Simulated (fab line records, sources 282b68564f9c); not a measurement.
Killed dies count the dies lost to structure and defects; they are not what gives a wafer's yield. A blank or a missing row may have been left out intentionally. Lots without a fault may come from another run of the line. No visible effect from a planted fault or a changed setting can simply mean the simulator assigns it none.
fab line records | flow rit-cmos
record: lots: 6 wafers: 18 last-day: 7
route steps=202 shown M1@184
lots that met no fault: taken from a fault-free run of the same line
start-h: hours from the record's opening day to when the first of the lot's shown wafers began | wait-h: hours from the lot's prior step to this one | " unchanged from the row above | L1.1+2: several wafers, shown together as one row | - no value, or no start was given | * or withheld: withheld | < > ~ a bound
route shown NAME@n: a module of which the file shows steps, and the number in the route of the first | usual: mean and standard deviation over wafers with no fault | same: alike in all rows | chamber/n: place in a boat | sites: the reading at each site | _std_site: how widely they spread, as a standard deviation | _edge_site: inner sites' mean taken away from outer sites' mean | radius-mm: for every site, how far away it sits from the centre of the wafer | mask NAME#n: copy n | behind: the last tool/chamber to shape the wafer | hold: cause of the lot's hold/its duration in hours/its outcome | device: whichever transistor did not switch (one of n, p or np) | end of line: tests run on the same wafers once the route is complete | where a step has no rows: the recipe by itself | killed: not the wafer's yield, but the dies lost to structure and defects at the first sort | map: the dies of a wafer, with x for killed, . for not killed, _ for no die there
set.NAME: the setting the step ran with; set.NAME@STEP: the setting that earlier step ran with | model.NAME: the simulator's own value behind a step, which no gauge read
lots at some steps of the route; a table a step, a row a wafer
services: from which hour (start-h, from the record's first day; less than 0 if before it) a tool's chamber was out of use, for how many hours, and why
== steps ==
step: RIT_M1_SPUTTER_00
recipe: material: Al target-thk-nm: 400 power-w: 2055 chamber-pressure-pa: 0.4 gas: Ar time-s: 500 substrate-temp-c: 25
usual: chamber-pressure-pa: 0.4000/0.00085 throttle-valve-pct: 29.9/0.52
columns lot.wafer tool chamber start-h wait-h chamber-pressure-pa throttle-valve-pct
L301.1 pvd-sputter-03 - 62.12 0.0 0.4023 29.5
L301.2 " - " " 0.3988 30.2
L301.6 " - " " 0.4004 29.9
L303.2 pvd-sputter-03 - 77.09 0.0 0.3980 30.2
L303.3 " - " " 0.4004 30.2
L303.6 " - " " 0.3998 29.5
L309.1 pvd-sputter-03 - 107.52 0.0 0.3999 30.2
L309.3 " - " " 0.3994 29.8
L309.6 " - " " 0.4004 30.1
L312.2 pvd-sputter-04 - 119.43 0.0 0.3991 30.2
L312.3 " - " " 0.4012 29.7
L312.4 " - " " 0.3993 28.7
L320.3 pvd-sputter-04 - 157.89 0.0 0.4005 30.7
L320.4 " - " " 0.3998 28.3
L320.6 " - " " 0.4000 30.3
L322.3 pvd-sputter-04 - 167.76 0.0 0.3997 28.6
L322.5 " - " " 0.3991 30.3
L322.6 " - " " 0.4005 28.8
step: RIT_M1_RS_MEAS_01
recipe: thk-meas-gauge: four-point-probe reads: Al_of_M1_SPUTTER_00
usual: M1_AL_RS: 0.0712/0.00075
columns lot.wafer tool chamber start-h wait-h M1_AL_RS[ohm/sq]
L301.1 film-metro-02 - 62.41 0.1 0.0709
L301.2 " - " " 0.0709
L301.6 " - " " 0.0701
L303.2 film-metro-01 - 77.40 0.2 0.0718
L303.3 " - " " 0.0717
L303.6 " - " " 0.0706
L309.1 film-metro-01 - 107.82 0.1 0.0714
L309.3 " - " " 0.0710
L309.6 " - " " 0.0727
L312.2 film-metro-04 - 119.74 0.2 0.0722
L312.3 " - " " 0.0722
L312.4 " - " " 0.0715
L320.3 film-metro-02 - 158.23 0.2 0.0722
L320.4 " - " " 0.0722
L320.6 " - " " 0.0725
L322.3 film-metro-04 - 168.09 0.2 0.0713
L322.5 " - " " 0.0712
L322.6 " - " " 0.0705
step: RIT_M1_THK_MEAS_02
recipe: thk-meas-gauge: xrf reads: Al_of_M1_SPUTTER_00
usual: M1_AL_THK: 416/4.2
columns lot.wafer tool chamber start-h wait-h M1_AL_THK[nm]
L301.1 film-metro-02 - 62.53 0.1 417
L301.2 " - " " 414
L301.6 " - " " 420
L303.2 film-metro-01 - 77.51 0.1 412
L303.3 " - " " 413
L303.6 " - " " 420
L309.1 film-metro-01 - 107.94 0.1 418
L309.3 " - " " 420
L309.6 " - " " 410
L312.2 film-metro-04 - 119.85 0.1 410
L312.3 " - " " 412
L312.4 " - " " 416
L320.3 film-metro-02 - 158.33 0.1 411
L320.4 " - " " 409
L320.6 " - " " 408
L322.3 film-metro-04 - 168.19 0.1 415
L322.5 " - " " 417
L322.6 " - " " 417
step: RIT_M1_HMDS_03
recipe: prime-time-s: 60 prime-temp-c: 140
step: RIT_M1_COAT_04
recipe: resist: NOVOLAK spin-rpm: 2000 resist-thk-nm: 1300
step: RIT_M1_SOFTBAKE_05
recipe: resist: NOVOLAK temp-c: 90 time-s: 60
step: RIT_M1_EXPOSE_06
recipe: mask-id: M12 na: 0.6 source-shape: conventional sigma-outer: 0.5 target-cd-nm: 2600 dose-mj: 250
step: RIT_M1_PEB_07
recipe: resist: NOVOLAK temp-c: withheld time-s: withheld
step: RIT_M1_DEVELOP_08
recipe: resist: NOVOLAK develop-time-s: 68 dev-temp-c: 23.83
step: RIT_M1_CD_MEAS_09
recipe: target-cd-nm: 2600
usual: cd-nm: 2600.6/1.9
columns lot.wafer tool chamber start-h wait-h cd-nm
L301.1 cd-sem-02 - 63.47 - 2599.1
L301.2 " - " " 2600.4
L301.6 " - " " 2600.4
L303.2 cd-sem-01 - 78.46 - 2598.1
L303.3 " - " " 2602.0
L303.6 " - " " 2601.4
L309.1 cd-sem-01 - 109.12 - 2596.2
L309.3 " - " " 2595.8
L309.6 " - " " 2595.9
L312.2 cd-sem-02 - 121.09 - 2599.5
L312.3 " - " " 2600.4
L312.4 " - " " 2597.9
L320.3 cd-sem-01 - 159.30 - 2598.3
L320.4 " - " " 2598.5
L320.6 " - " " 2599.7
L322.3 cd-sem-01 - 169.15 - 2601.8
L322.5 " - " " 2599.4
L322.6 " - " " 2601.8
step: RIT_M1_OVL_MEAS_10
usual: M1_OVL: -0.4/1.6
columns lot.wafer tool chamber start-h wait-h M1_OVL[nm]
L301.1 overlay-01 - 63.59 0.1 -1.3
L301.2 " - " " 0.2
L301.6 " - " " 1.5
L303.2 overlay-02 - 78.57 0.1 -0.5
L303.3 " - " " -0.8
L303.6 " - " " 0.1
L309.1 overlay-02 - 109.24 0.1 1.5
L309.3 " - " " 1.9
L309.6 " - " " 1.3
L312.2 overlay-01 - 121.20 0.1 -0.4
L312.3 " - " " -0.6
L312.4 " - " " -0.7
L320.3 overlay-02 - 159.39 0.1 -0.8
L320.4 " - " " 1.6
L320.6 " - " " -1.2
L322.3 overlay-02 - 169.24 0.1 0.8
L322.5 " - " " 0.1
L322.6 " - " " 0.5
step: RIT_M1_HARDBAKE_11
recipe: resist: NOVOLAK temp-c: 140 time-s: 120
step: RIT_M1_METAL_ETCH_12
recipe: stop-on: SiO2 chemistry: Cl2/BCl3 target: Al time-s: 165 over-etch-frac: 0.5 pressure-mtorr: 100 target-depth-a: 6000 rf-w: 250 Cl2_flow_sccm: 60 bcl3-flow-sccm: 50
usual: drypump-motor-current-A: 5.5/0.3 oes-product-au: 0.792/0.011 run-length-s: 193.4/0.55 throttle-valve-pct: 8.29/0.058
columns lot.wafer tool chamber start-h wait-h drypump-motor-current-A oes-product-au rf-hours-counter-h run-length-s throttle-valve-pct model.NOVOLAK_of_M1_COAT_04.thk-nm
L301.1 rie-metal-02 0 63.88 0.2 5.6 0.792 39 193.4 8.35 805.3
L301.2 " 1 " " 5.7 0.788 34 193.2 8.32 803.2
L301.6 " 0 " " 5.6 0.803 - 193.8 8.35 800.5
L303.2 rie-metal-04 0 78.98 0.2 5.7 0.796 1 192.1 8.41 795.6
L303.3 " 0 " " 5.7 0.796 - 192.2 8.38 797.6
L303.6 " 0 " " 5.7 0.801 - 192.3 8.37 801.5
L309.1 rie-metal-04 1 109.53 0.2 5.5 0.980 1 167.1 8.20 862
L309.3 " 0 " " 5.7 0.977 - 166.0 8.37 859
L309.6 " 1 " " 5.5 0.953 - 167.0 8.21 864.4
L312.2 rie-metal-04 1 121.48 0.2 5.5 0.975 1 167.4 8.21 860.2
L312.3 " 0 " " 5.6 0.957 - 166.2 8.35 857.4
L312.4 " 1 " " 5.5 0.970 - 167.5 8.21 862
L320.3 rie-metal-02 1 159.72 0.2 5.7 0.789 - 193.2 8.31 806.3
L320.4 " 0 " " 5.6 0.790 - 193.4 8.38 815
L320.6 " 0 " " 5.5 0.790 - 193.3 8.36 809.4
L322.3 rie-metal-01 1 169.57 0.2 5.8 0.786 - 193.3 8.23 807.7
L322.5 " 1 " " 5.9 0.776 - 193.4 8.24 813.9
L322.6 " 0 " " 5.0 0.789 - 194.2 8.27 793
step: RIT_M1_STRIP_13
recipe: chemistry: nmp resist: NOVOLAK temp-c: 80 time-s: 600 dry: n2-spin
step: RIT_M1_PROBE_99
usual: defect-limited-yield: 97.4/1.1 killed-at-contacts: 0.1/0.27 killed-at-front-end: 7/3 killed-dies: 7.0/3 killed-open: 3.5/2.1 killed-short: 3.4/1.9 sort_bin_3_pad_short: 0.1/0.19 sort_bin_5_function: 1.4/0.77 sort_bin_6_memory: 1.1/0.72 sort-n-pass: 257.0/3 sort-yield-pct: 97.4/1.1
same: gross-dies: 264 killed_at_M0_to_M3: 0 killed_at_M4_up: 0 killed-at-back-side: 0 killed-at-other: 0
columns lot.wafer tool chamber start-h wait-h defect-limited-yield[%] killed-at-contacts killed-at-front-end killed-dies killed-open killed-short sort_bin_3_pad_short[%] sort_bin_5_function[%] sort_bin_6_memory[%] sort-n-pass sort-yield-pct[%] model.etest.antenna-m1.vt-shift-v
L301.1 prober-01 - 66.13 0.1 97.0 0 8 8 5 3 0 1.5 1.5 256.0 97.0 -0.01194
L301.2 prober-01 - 66.18 0.1 97.0 0 8 8 3 5 0.4 1.9 0.8 256.0 97.0 -0.01629
L301.6 prober-01 - 66.38 0.2 96.6 0 9 9 4 5 0 1.9 1.5 255.0 96.6 -0.009418
L303.2 prober-01 - 81.28 0.1 97.7 0 6 6 3 3 0 1.1 1.1 258.0 97.7 -0.014
L303.3 prober-01 - 81.33 0.2 98.1 1 4 5 2 3 0 0.8 1.1 259.0 98.1 -0.01357
L303.6 prober-01 - 81.48 0.2 97.0 0 8 8 5 3 0 1.5 1.5 256.0 97.0 -0.01397
L309.1 prober-01 - 113.20 0.1 98.1 0 5 5 2 3 0.4 0 1.5 259.0 98.1 -0.009548
L309.3 prober-01 - 113.30 0.2 96.2 0 10 10 5 5 0 1.9 1.9 254.0 96.2 -0.008053
L309.6 prober-01 - 113.45 0.2 95.1 0 13 13 9 4 0 3.4 1.5 251.0 95.1 -0.00888
L312.2 prober-02 - 123.78 0.1 97.0 0 8 8 6 2 0 1.5 1.5 256.0 97.0 -0.004683
L312.3 prober-02 - 123.83 0.2 97.3 0 7 7 3 4 0 0.8 1.9 257.0 97.3 -0.005782
L312.4 prober-02 - 123.88 0.2 97.3 0 7 7 6 1 0.4 1.9 0.4 257.0 97.3 -0.004734
L320.3 prober-02 - 163.77 0.2 98.1 0 5 5 2 3 0 0.8 1.1 259.0 98.1 -0.01397
L320.4 prober-02 - 163.82 0.2 98.9 0 3 3 1 2 0 0.4 0.8 261.0 98.9 -0.01098
L320.6 prober-02 - 163.92 0.2 97.0 0 8 8 3 5 0.4 2.3 0.4 256.0 97.0 -0.0108
L322.3 prober-02 - 171.87 0.2 96.6 0 9 9 4 5 0 1.5 1.9 255.0 96.6 -0.009736
L322.5 prober-02 - 171.97 0.2 99.6 0 1 1 0 1 0 0.4 0 263.0 99.6 -0.008619
L322.6 prober-02 - 172.02 0.2 98.9 0 3 3 1 2 0 0.8 0.4 261.0 98.9 -0.01602
killed by level:class
L301.1 GATE:geometric-particle:open=3 SILICIDE:geometric-particle:short=2 FOX2:geometric-particle:open=1 REOX:geometric-particle:short=1 SILICIDE:geometric-particle:open=1
L301.2 GATE:geometric-particle:short=2 FOX1:geometric-particle:short=1 FOX2:geometric-particle:open=1 FOX2:geometric-particle:short=1 REOX:geometric-particle:open=1 SILICIDE:geometric-particle:short=1 SILICIDE:geometric-particle:open=1
L301.6 GATE:geometric-particle:open=3 FOX1:geometric-particle:short=2 GATE:geometric-particle:short=2 SILICIDE:geometric-particle:short=1 SILICIDE:geometric-particle:open=1
L303.2 GATE:geometric-particle:short=2 FOX1:geometric-particle:open=1 GATE:geometric-particle:open=1 SPACER:geometric-particle:open=1 SILICIDE:geometric-particle:short=1
L303.3 GATE:geometric-particle:short=2 FOX1:geometric-particle:short=1 FOX1:geometric-particle:open=1 CONTACT:geometric-particle:open=1
L303.6 REOX:geometric-particle:open=3 SILICIDE:geometric-particle:short=3 FOX1:geometric-particle:open=1 GATE:geometric-particle:open=1
L309.1 REOX:geometric-particle:short=2 GATE:geometric-particle:open=1 REOX:geometric-particle:open=1 SILICIDE:geometric-particle:short=1
L309.3 SILICIDE:geometric-particle:short=3 SILICIDE:geometric-particle:open=3 GATE:geometric-particle:open=2 REOX:geometric-particle:short=1 SPACER:geometric-particle:short=1
L309.6 GATE:geometric-particle:open=5 SILICIDE:geometric-particle:open=2 FOX1:geometric-particle:short=1 FOX1:geometric-particle:open=1 GATE:geometric-particle:short=1 REOX:geometric-particle:short=1 REOX:geometric-particle:open=1 SPACER:geometric-particle:short=1
L312.2 GATE:geometric-particle:open=2 FOX1:geometric-particle:short=1 FOX2:geometric-particle:open=1 GATE:geometric-particle:short=1 REOX:geometric-particle:open=1 SPACER:geometric-particle:open=1 SILICIDE:geometric-particle:open=1
L312.3 SILICIDE:geometric-particle:short=2 FOX1:geometric-particle:short=1 REOX:geometric-particle:open=1 SPACER:geometric-particle:open=1 SPACER:geometric-particle:short=1 SILICIDE:geometric-particle:open=1
L312.4 SILICIDE:geometric-particle:open=2 FOX1:geometric-particle:open=1 FOX2:geometric-particle:open=1 GATE:geometric-particle:open=1 SPACER:geometric-particle:open=1 SPACER:geometric-particle:short=1
L320.3 GATE:geometric-particle:short=2 FOX2:geometric-particle:short=1 REOX:geometric-particle:open=1 SILICIDE:geometric-particle:open=1
L320.4 GATE:geometric-particle:short=2 GATE:geometric-particle:open=1
L320.6 GATE:geometric-particle:short=3 FOX1:geometric-particle:short=1 FOX1:geometric-particle:open=1 GATE:geometric-particle:open=1 SPACER:geometric-particle:open=1 SILICIDE:geometric-particle:short=1
L322.3 GATE:geometric-particle:short=5 FOX1:geometric-particle:open=1 GATE:geometric-particle:open=1 REOX:geometric-particle:open=1 SPACER:geometric-particle:open=1
L322.5 GATE:geometric-particle:short=1
L322.6 GATE:geometric-particle:short=2 SPACER:geometric-particle:open=1
== services ==
columns tool chamber start-h hours kind
rie-metal-01 - 42.96 0.2 repair
rie-metal-01 0 61.42 26.3 repair
rie-metal-01 1 105.66 11.3 repair
pvd-sputter-04 - 111.11 2.1 repair
rie-metal-02 - 136.12 20.0 pm
rie-metal-02 0 136.12 20.0 vent-cycle
rie-metal-02 1 136.12 20.0 vent-cycle
rie-metal-04 - 136.19 4.0 pm
rie-metal-02 0 156.12 - clean
rie-metal-02 1 156.12 - clean
rie-metal-01 - 164.96 0.3 repair
== key ==
first-sign: step: RIT_M1_METAL_ETCH_12 reading: run-length-s direction: down sigmas: 49 usual: * struck: *
effect: step: RIT_M1_METAL_ETCH_12 reading: oes-product-au direction: up sigmas: 16 usual: 0.792 struck: 0.969
model-effect: step: RIT_M1_METAL_ETCH_12 value: NOVOLAK_of_M1_COAT_04.thk-nm without: 808.7 struck: 860.8
model-effect: step: RIT_M1_PROBE_99 value: etest.antenna-m1.vt-shift-v without: -0.01203 struck: -0.006947
met-at RIT_M1_METAL_ETCH_12
struck-wafers L309.1,L309.3,L309.6,L312.2,L312.3,L312.4
onset-between 78.98 109.53
fault: kind: process-parameter-drift tool: rie-metal-04 chamber: - onset-h: 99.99 steps: RIT_M1_METAL_ETCH_12 channel: time-s offset: * shape: step end-h: 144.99 stated: *
